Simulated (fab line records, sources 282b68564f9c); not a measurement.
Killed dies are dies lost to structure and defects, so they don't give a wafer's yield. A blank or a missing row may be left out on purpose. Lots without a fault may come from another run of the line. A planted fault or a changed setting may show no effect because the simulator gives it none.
A struck lot beside a sound one | flow rit_cmos | 14 steps out of a route of 202
Sound: wafers L285.2, L285.3, L285.6. Struck: wafers L278.3, L278.4, L278.6. The cause comes at the end.
At each step with rows: each side's tool, then ch and its chambers, then its first start. Under that, the readings that differ: sound wafers | struck wafers | difference of the means | sigmas: that difference in standard deviations of wafers without a fault.
alike: readings whose means differ by less than 2 such deviations, and words and numbers that are the same on both sides. not compared: withheld readings, readings that some wafer has no value for, bounds like >300 that may hide the same value, and numbers for which the record gives no deviation and whose values overlap.
The two part at a step that has a row with sigmas, a row that says differs or no value, or rows on one side only. Numbers that don't overlap but have no deviation are shown without sigmas and don't part them. A reading that every wafer of one side lacks parts them only if that side has two wafers or more.

first, 3 steps without rows for these wafers: RIT_NRETRO_EXPOSE_03 (exposes mask M4, target cd 43900 nm); RIT_NRETRO_PEB_04; RIT_NRETRO_DEVELOP_05 (develop time 68 s).
RIT_NRETRO_OVL_MEAS_06:
  sound on overlay-02, day 7 01:41; struck on overlay-01, day 5 10:02
  alike: NRETRO_OVL
then, 2 steps without rows for these wafers: RIT_NRETRO_HARDBAKE_07 (time 120 s); RIT_NRETRO_IMPLANT_08.
RIT_NRETRO_STRIP_09: strips in O2, time 180 s.
  sound on plasma_asher-02 ch 0,1, day 7 02:07; struck on plasma_asher-03 ch 0,1, day 5 10:31
  alike: drypump_motor_current_A
  not compared: rf_hours_counter_h
RIT_NRETRO_TW_MEAS_10:
  sound on film_metro-02, day 7 02:19; struck on film_metro-04, day 5 10:39
  alike: NRETRO_TW
then, 4 steps without rows for these wafers: RIT_PRETRO_HMDS_00 (prime time 60 s); RIT_PRETRO_COAT_01 (resist thk 1300 nm); RIT_PRETRO_SOFTBAKE_02 (time 60 s); RIT_PRETRO_EXPOSE_03 (exposes mask M5, target cd 43700 nm).
RIT_PRETRO_PEB_04:
  sound on litho_track-03 ch 0, day 7 03:05; struck on litho_track-01, day 5 11:26
  reading         | sound          | struck | difference                    | sigmas
  exhaust_pa (Pa) | 45.2 45.9 44.9 | - - -  | no value on the struck wafers |
  not compared: chill_plate_temp_C
then, 1 step without rows for these wafers: RIT_PRETRO_DEVELOP_05 (develop time 64.65 s).

WHERE THEY PART
Only at RIT_PRETRO_PEB_04, within this record.

WHY: what the simulator had put in
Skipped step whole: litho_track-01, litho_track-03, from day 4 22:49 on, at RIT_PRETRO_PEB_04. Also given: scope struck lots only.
